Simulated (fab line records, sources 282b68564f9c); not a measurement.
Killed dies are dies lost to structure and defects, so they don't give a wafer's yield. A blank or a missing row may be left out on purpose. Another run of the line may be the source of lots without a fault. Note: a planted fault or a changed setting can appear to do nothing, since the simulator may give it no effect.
What tool caused it? || flow rit-cmos || Sampling: 15 lots, 45 wafers, 4 of 202 route steps

== WHAT EACH GAUGE READ, for each wafer ==
RIT_SDANNEAL_RS_MEAS_07: a four-point-probe measurement. Usual: NLDD_RS 151.5 ohm/sq, standard deviation 0.51.
{"lot": "L324", "measured": "day 3 15:38", "on": "film-metro-03", "NLDD_RS (ohm/sq)": "151.3 151.3 151.5", "flag": ""}
{"lot": "L326", "measured": "day 4 02:24", "on": "film-metro-03", "NLDD_RS (ohm/sq)": "151.6 151.4 151.6", "flag": ""}
{"lot": "L327", "measured": "day 4 06:30", "on": "film-metro-01", "NLDD_RS (ohm/sq)": "151.8 151.3 151.2", "flag": ""}
{"lot": "L331", "measured": "day 4 23:11", "on": "film-metro-03", "NLDD_RS (ohm/sq)": "152.0 152.0 151.2", "flag": ""}
{"lot": "L332", "measured": "day 5 11:59", "on": "film-metro-02", "NLDD_RS (ohm/sq)": "151.7 151.8 151.7", "flag": ""}
{"lot": "L333", "measured": "day 5 12:17", "on": "film-metro-01", "NLDD_RS (ohm/sq)": "151.5 151.6 151.5", "flag": ""}
{"lot": "L334", "measured": "day 5 15:59", "on": "film-metro-02", "NLDD_RS (ohm/sq)": "151.8 151.6 151.5", "flag": ""}
{"lot": "L339", "measured": "day 6 12:17", "on": "film-metro-03", "NLDD_RS (ohm/sq)": "151.4 151.4 151.1", "flag": ""}
{"lot": "L340", "measured": "day 6 22:42", "on": "film-metro-02", "NLDD_RS (ohm/sq)": "150.5 151.3 151.0", "flag": ""}
{"lot": "L341", "measured": "day 7 06:37", "on": "film-metro-03", "NLDD_RS (ohm/sq)": "151.3 151.1 150.9", "flag": ""}
{"lot": "L342", "measured": "day 7 08:59", "on": "film-metro-01", "NLDD_RS (ohm/sq)": "151.5 151.9 151.6", "flag": ""}
{"lot": "L343", "measured": "day 7 13:00", "on": "film-metro-01", "NLDD_RS (ohm/sq)": "151.7 150.9 151.2", "flag": ""}
{"lot": "L344", "measured": "day 7 16:24", "on": "film-metro-01", "NLDD_RS (ohm/sq)": "151.7 152.1 151.3", "flag": ""}
{"lot": "L345", "measured": "day 7 21:20", "on": "film-metro-02", "NLDD_RS (ohm/sq)": "150.8 150.8 150.8", "flag": ""}
{"lot": "L346", "measured": "day 8 03:11", "on": "film-metro-02", "NLDD_RS (ohm/sq)": "151.1 151.1 151.0", "flag": ""}

RIT_CONTACT_CD_MEAS_90: target cd 1000 nm. Usual: cd-nm at 1000.4 nm, with a standard deviation of 2.
{"lot": "L324", "measured": "day 3 18:11", "on": "cd-sem-02", "cd-nm (nm)": "997.4 1000.1 998.4", "flag": ""}
{"lot": "L326", "measured": "day 4 05:06", "on": "cd-sem-01", "cd-nm (nm)": "1000.0 998.6 998.6", "flag": ""}
{"lot": "L327", "measured": "day 4 08:56", "on": "cd-sem-01", "cd-nm (nm)": "999.3 999.2 999.3", "flag": ""}
{"lot": "L331", "measured": "day 5 01:35", "on": "cd-sem-02", "cd-nm (nm)": "1001.5 1002.0 1005.6", "flag": ""}
{"lot": "L332", "measured": "day 5 14:43", "on": "cd-sem-01", "cd-nm (nm)": "- - -", "flag": "OFF"}
{"lot": "L333", "measured": "day 5 14:55", "on": "cd-sem-02", "cd-nm (nm)": "- - -", "flag": "OFF"}
{"lot": "L334", "measured": "day 5 18:44", "on": "cd-sem-02", "cd-nm (nm)": "- - -", "flag": "OFF"}
{"lot": "L339", "measured": "day 6 14:48", "on": "cd-sem-02", "cd-nm (nm)": "1000.2 1001.4 1001.8", "flag": ""}
{"lot": "L340", "measured": "day 7 01:06", "on": "cd-sem-02", "cd-nm (nm)": "1003.2 998.7 1003.4", "flag": ""}
{"lot": "L341", "measured": "day 7 09:11", "on": "cd-sem-02", "cd-nm (nm)": "998.6 1000.6 999.8", "flag": ""}
{"lot": "L342", "measured": "day 7 11:25", "on": "cd-sem-01", "cd-nm (nm)": "1000.3 1000.8 1002.7", "flag": ""}
{"lot": "L343", "measured": "day 7 15:31", "on": "cd-sem-02", "cd-nm (nm)": "1001.7 999.6 1000.3", "flag": ""}
{"lot": "L344", "measured": "day 7 19:07", "on": "cd-sem-02", "cd-nm (nm)": "1001.5 998.2 1001.0", "flag": ""}
{"lot": "L345", "measured": "day 7 23:48", "on": "cd-sem-02", "cd-nm (nm)": "999.6 1000.7 997.9", "flag": ""}
{"lot": "L346", "measured": "day 8 05:38", "on": "cd-sem-02", "cd-nm (nm)": "998.5 1001.0 1000.4", "flag": ""}

== EACH LOT AND THE TOOL THAT RAN IT (in order: tool; ch and the chambers of the sampled wafers; start) ==
{"lot": "L324", "RIT_CONTACT_ETCH_11": "rie-diel-02 ch 0,1,2, day 3 17:49", "RIT_CONTACT_STRIP_12": "plasma-asher-02 ch 0,1, day 3 18:01"}
{"lot": "L326", "RIT_CONTACT_ETCH_11": "rie-diel-04 ch 0,3, day 4 04:43", "RIT_CONTACT_STRIP_12": "plasma-asher-02 ch 1, day 4 04:55"}
{"lot": "L327", "RIT_CONTACT_ETCH_11": "rie-diel-02 ch 2,3, day 4 08:34", "RIT_CONTACT_STRIP_12": "plasma-asher-02 ch 0,1, day 4 08:46"}
{"lot": "L331", "RIT_CONTACT_ETCH_11": "rie-diel-02 ch 2,3, day 5 01:12", "RIT_CONTACT_STRIP_12": "plasma-asher-03 ch 0,1, day 5 01:23"}
{"lot": "L332", "RIT_CONTACT_ETCH_11": "rie-diel-02 ch 0,2, day 5 14:20", "RIT_CONTACT_STRIP_12": "plasma-asher-01 ch 0, day 5 14:32"}
{"lot": "L333", "RIT_CONTACT_ETCH_11": "rie-diel-01 ch 0,1,2, day 5 14:29", "RIT_CONTACT_STRIP_12": "plasma-asher-01 ch 0,1, day 5 14:46"}
{"lot": "L334", "RIT_CONTACT_ETCH_11": "rie-diel-02 ch 0,1,3, day 5 18:22", "RIT_CONTACT_STRIP_12": "plasma-asher-03 ch 0,1, day 5 18:33"}
{"lot": "L339", "RIT_CONTACT_ETCH_11": "rie-diel-01 ch 0,1,2, day 6 14:26", "RIT_CONTACT_STRIP_12": "plasma-asher-02 ch 0,1, day 6 14:38"}
{"lot": "L340", "RIT_CONTACT_ETCH_11": "rie-diel-01 ch 0,2, day 7 00:43", "RIT_CONTACT_STRIP_12": "plasma-asher-01 ch 0,1, day 7 00:55"}
{"lot": "L341", "RIT_CONTACT_ETCH_11": "rie-diel-02 ch 0,1, day 7 08:47", "RIT_CONTACT_STRIP_12": "plasma-asher-02 ch 0,1, day 7 08:59"}
{"lot": "L342", "RIT_CONTACT_ETCH_11": "rie-diel-01 ch 0,1,2, day 7 11:02", "RIT_CONTACT_STRIP_12": "plasma-asher-02 ch 0,1, day 7 11:14"}
{"lot": "L343", "RIT_CONTACT_ETCH_11": "rie-diel-02 ch 0,1,2, day 7 15:09", "RIT_CONTACT_STRIP_12": "plasma-asher-03 ch 0,1, day 7 15:20"}
{"lot": "L344", "RIT_CONTACT_ETCH_11": "rie-diel-02 ch 0,1,3, day 7 18:44", "RIT_CONTACT_STRIP_12": "plasma-asher-02 ch 0,1, day 7 18:56"}
{"lot": "L345", "RIT_CONTACT_ETCH_11": "rie-diel-04 ch 0,1,3, day 7 23:25", "RIT_CONTACT_STRIP_12": "plasma-asher-01 ch 0,1, day 7 23:36"}
{"lot": "L346", "RIT_CONTACT_ETCH_11": "rie-diel-01 ch 1,2,3, day 8 05:14", "RIT_CONTACT_STRIP_12": "plasma-asher-01 ch 0,1, day 8 05:29"}
- RIT_CONTACT_ETCH_11: etches SiO2 in CHF3/CF4/Ar, stops on TiSi2, target depth 480 nm, time 320 s.
- RIT_CONTACT_STRIP_12: strips in O2, time 180 s.

== WHAT THE TOOLS THEMSELVES READ (means of the sampled wafers that have a number; where no wafer has one, the mark that the record gives instead) ==
RIT_CONTACT_ETCH_11. Usual: CHF3_flow_sccm 49.99 sccm, standard deviation 0.15; O2_flow_sccm 5.002 sccm, standard deviation 0.015; drypump-motor-current-A 5.9 A, standard deviation 0.46; oes-product-au 0.989 a.u., standard deviation 0.022; throttle-valve-pct 8.85 %, standard deviation 0.16.
{"lot": "L324", "tool": "rie-diel-02", "CHF3_flow_sccm (sccm)": 49.98, "O2_flow_sccm (sccm)": 5.010, "drypump-motor-current-A (A)": 6.0, "oes-product-au (a.u.)": 0.987, "throttle-valve-pct (%)": 8.79, "flag": ""}
{"lot": "L326", "tool": "rie-diel-04", "CHF3_flow_sccm (sccm)": 49.81, "O2_flow_sccm (sccm)": 5.017, "drypump-motor-current-A (A)": 5.5, "oes-product-au (a.u.)": 0.985, "throttle-valve-pct (%)": 8.89, "flag": ""}
{"lot": "L327", "tool": "rie-diel-02", "CHF3_flow_sccm (sccm)": 50.01, "O2_flow_sccm (sccm)": 5.000, "drypump-motor-current-A (A)": 5.9, "oes-product-au (a.u.)": 1.020, "throttle-valve-pct (%)": 8.88, "flag": ""}
{"lot": "L331", "tool": "rie-diel-02", "CHF3_flow_sccm (sccm)": 50.03, "O2_flow_sccm (sccm)": 4.987, "drypump-motor-current-A (A)": 6.0, "oes-product-au (a.u.)": 1.023, "throttle-valve-pct (%)": 8.88, "flag": ""}
{"lot": "L332", "tool": "rie-diel-02", "CHF3_flow_sccm (sccm)": "-", "O2_flow_sccm (sccm)": "-", "drypump-motor-current-A (A)": "-", "oes-product-au (a.u.)": "-", "throttle-valve-pct (%)": "-", "flag": "OFF"}
{"lot": "L333", "tool": "rie-diel-01", "CHF3_flow_sccm (sccm)": "-", "O2_flow_sccm (sccm)": "-", "drypump-motor-current-A (A)": "-", "oes-product-au (a.u.)": "-", "throttle-valve-pct (%)": "-", "flag": "OFF"}
{"lot": "L334", "tool": "rie-diel-02", "CHF3_flow_sccm (sccm)": "-", "O2_flow_sccm (sccm)": "-", "drypump-motor-current-A (A)": "-", "oes-product-au (a.u.)": "-", "throttle-valve-pct (%)": "-", "flag": "OFF"}
{"lot": "L339", "tool": "rie-diel-01", "CHF3_flow_sccm (sccm)": 50.02, "O2_flow_sccm (sccm)": 4.999, "drypump-motor-current-A (A)": 6.1, "oes-product-au (a.u.)": 0.979, "throttle-valve-pct (%)": 8.96, "flag": ""}
{"lot": "L340", "tool": "rie-diel-01", "CHF3_flow_sccm (sccm)": 49.96, "O2_flow_sccm (sccm)": 4.988, "drypump-motor-current-A (A)": 6.0, "oes-product-au (a.u.)": 0.986, "throttle-valve-pct (%)": 8.96, "flag": ""}
{"lot": "L341", "tool": "rie-diel-02", "CHF3_flow_sccm (sccm)": 49.94, "O2_flow_sccm (sccm)": 5.001, "drypump-motor-current-A (A)": 6.2, "oes-product-au (a.u.)": 0.978, "throttle-valve-pct (%)": 8.75, "flag": ""}
{"lot": "L342", "tool": "rie-diel-01", "CHF3_flow_sccm (sccm)": 49.89, "O2_flow_sccm (sccm)": 5.003, "drypump-motor-current-A (A)": 6.1, "oes-product-au (a.u.)": 0.980, "throttle-valve-pct (%)": 8.96, "flag": ""}
{"lot": "L343", "tool": "rie-diel-02", "CHF3_flow_sccm (sccm)": 50.05, "O2_flow_sccm (sccm)": 5.005, "drypump-motor-current-A (A)": 6.0, "oes-product-au (a.u.)": 0.984, "throttle-valve-pct (%)": 8.80, "flag": ""}
{"lot": "L344", "tool": "rie-diel-02", "CHF3_flow_sccm (sccm)": 50.04, "O2_flow_sccm (sccm)": 4.994, "drypump-motor-current-A (A)": 6.1, "oes-product-au (a.u.)": 0.993, "throttle-valve-pct (%)": 8.78, "flag": ""}
{"lot": "L345", "tool": "rie-diel-04", "CHF3_flow_sccm (sccm)": 49.94, "O2_flow_sccm (sccm)": 4.999, "drypump-motor-current-A (A)": 5.4, "oes-product-au (a.u.)": 0.992, "throttle-valve-pct (%)": 8.79, "flag": ""}
{"lot": "L346", "tool": "rie-diel-01", "CHF3_flow_sccm (sccm)": 49.95, "O2_flow_sccm (sccm)": 5.004, "drypump-motor-current-A (A)": 5.6, "oes-product-au (a.u.)": 0.982, "throttle-valve-pct (%)": 9.02, "flag": ""}

RIT_CONTACT_STRIP_12. Usual: drypump-motor-current-A at 6.13 A, with a standard deviation of 0.24.
{"lot": "L324", "tool": "plasma-asher-02", "drypump-motor-current-A (A)": 6.31, "flag": ""}
{"lot": "L326", "tool": "plasma-asher-02", "drypump-motor-current-A (A)": 6.30, "flag": ""}
{"lot": "L327", "tool": "plasma-asher-02", "drypump-motor-current-A (A)": 6.29, "flag": ""}
{"lot": "L331", "tool": "plasma-asher-03", "drypump-motor-current-A (A)": 6.08, "flag": ""}
{"lot": "L332", "tool": "plasma-asher-01", "drypump-motor-current-A (A)": 5.66, "flag": ""}
{"lot": "L333", "tool": "plasma-asher-01", "drypump-motor-current-A (A)": 5.89, "flag": ""}
{"lot": "L334", "tool": "plasma-asher-03", "drypump-motor-current-A (A)": 5.99, "flag": ""}
{"lot": "L339", "tool": "plasma-asher-02", "drypump-motor-current-A (A)": 6.30, "flag": ""}
{"lot": "L340", "tool": "plasma-asher-01", "drypump-motor-current-A (A)": 5.89, "flag": ""}
{"lot": "L341", "tool": "plasma-asher-02", "drypump-motor-current-A (A)": 6.25, "flag": ""}
{"lot": "L342", "tool": "plasma-asher-02", "drypump-motor-current-A (A)": 6.28, "flag": ""}
{"lot": "L343", "tool": "plasma-asher-03", "drypump-motor-current-A (A)": 6.06, "flag": ""}
{"lot": "L344", "tool": "plasma-asher-02", "drypump-motor-current-A (A)": 6.25, "flag": ""}
{"lot": "L345", "tool": "plasma-asher-01", "drypump-motor-current-A (A)": 6.11, "flag": ""}
{"lot": "L346", "tool": "plasma-asher-01", "drypump-motor-current-A (A)": 5.89, "flag": ""}

== THE ANSWER, worked out from the rows above alone ==
Rule: a lot counts as off when the mean over its wafers that have a number is more than 3 standard deviations away from the usual mean. A lot without any number at a reading at which 4 lots or more have one is off too. The other lots that the step has rows for count as sound. After the gauges, taken in route order, come the tools' own readings; for these a lot's mean is taken, as printed above. The first step at which some lot is off is used, and at that step the reading that is off furthest; a lot without a number counts as furthest.
Off, at RIT_CONTACT_CD_MEAS_90 on cd-nm: L332, L333, L334. Without a number there: L332, L333, L334.
If a tool, at a process step before that reading, ran all the lots that are off and no sound lot after the first of them, it fits. Not tried: the gauges at RIT_CONTACT_CD_MEAS_90; whatever is off there is also off at RIT_CONTACT_ETCH_11, on other tools, and gauge error can't account for it. No candidate that was tried fits.

== WHAT THE SIMULATOR HAD INSERTED ==
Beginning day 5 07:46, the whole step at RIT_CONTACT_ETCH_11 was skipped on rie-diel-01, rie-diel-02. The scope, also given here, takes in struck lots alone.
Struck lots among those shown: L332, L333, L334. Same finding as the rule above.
